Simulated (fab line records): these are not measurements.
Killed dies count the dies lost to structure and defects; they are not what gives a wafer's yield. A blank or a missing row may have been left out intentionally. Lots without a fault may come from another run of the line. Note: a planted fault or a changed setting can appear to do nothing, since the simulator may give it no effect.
One fault seen from 2 desks | flow berkeley_cmos170 | what lay behind the numbers comes last; until then each desk has only its own

## FOR THE TOOL OWNER'S DESK: krf_scanner-02
The tool's own readings at UCB170_PFIELD_EXPOSE_03 (exposes mask PFIELD, target cd 1500 nm): means of the sampled wafers that have a number, for each lot that ran on this tool. Marked OUT: a lot whose mean sits more than 4 standard deviations from the usual mean, which makes it out of limits; the brackets give that distance.
Columns: A = exposure_dose_mJ_cm2 at UCB170_PFIELD_EXPOSE_03, usual 30.00; B = focus_offset_nm at UCB170_PFIELD_EXPOSE_03, usual -0.1 nm; C = reticle_temp_C at UCB170_PFIELD_EXPOSE_03, usual 23.00 C
lot  | first seen here | A     | B    | C
L262 | day 6 17:51     | 29.99 | -0.1 | 22.94
L263 | day 7 02:15     | 30.01 | 0.5  | 23.10
Result from this desk: across the 2 lots, nothing is out of limits.

## METROLOGY DESK
Lot by lot, what the gauges showed, no matter which tool ran the lot: averages of those sampled wafers that carry a number. Marked OUT: a lot whose mean sits more than 4 standard deviations from the usual mean, which makes it out of limits; the brackets give that distance.
Columns: A = cd_nm at UCB170_ACTIVE_CD_MEAS_13, usual 1200.6 nm; B = ACTIVE_OVL at UCB170_ACTIVE_OVL_MEAS_14, usual -1 nm; C = cd_nm at UCB170_ACTIVE_CD_MEAS_90, usual 1200.6 nm
lot  | first seen here | A      | B  | C
L256 | day 5 22:00     | 1204.1 | -5 | 1203.8
L259 | day 6 04:43     | 1201.4 | 8  | 1201.5
L262 | day 6 15:01     | 1202.1 | 0  | 1202.3
L263 | day 7 00:52     | 1198.9 | -2 | 1199.1
L269 | day 8 03:50     | 1200.5 | 1  | 1200.6
L271 | day 8 13:24     | 1200.4 | 2  | 1200.2
L270 | day 8 13:37     | 1200.8 | 7  | 1200.7
Result from this desk: across the 7 lots, nothing is out of limits.

## BROUGHT TOGETHER
Nothing out of limits was seen by the tool owner's desk.
From the metrology desk's view, nothing was out of limits.

## WHAT WAS PUT IN BY THE SIMULATOR
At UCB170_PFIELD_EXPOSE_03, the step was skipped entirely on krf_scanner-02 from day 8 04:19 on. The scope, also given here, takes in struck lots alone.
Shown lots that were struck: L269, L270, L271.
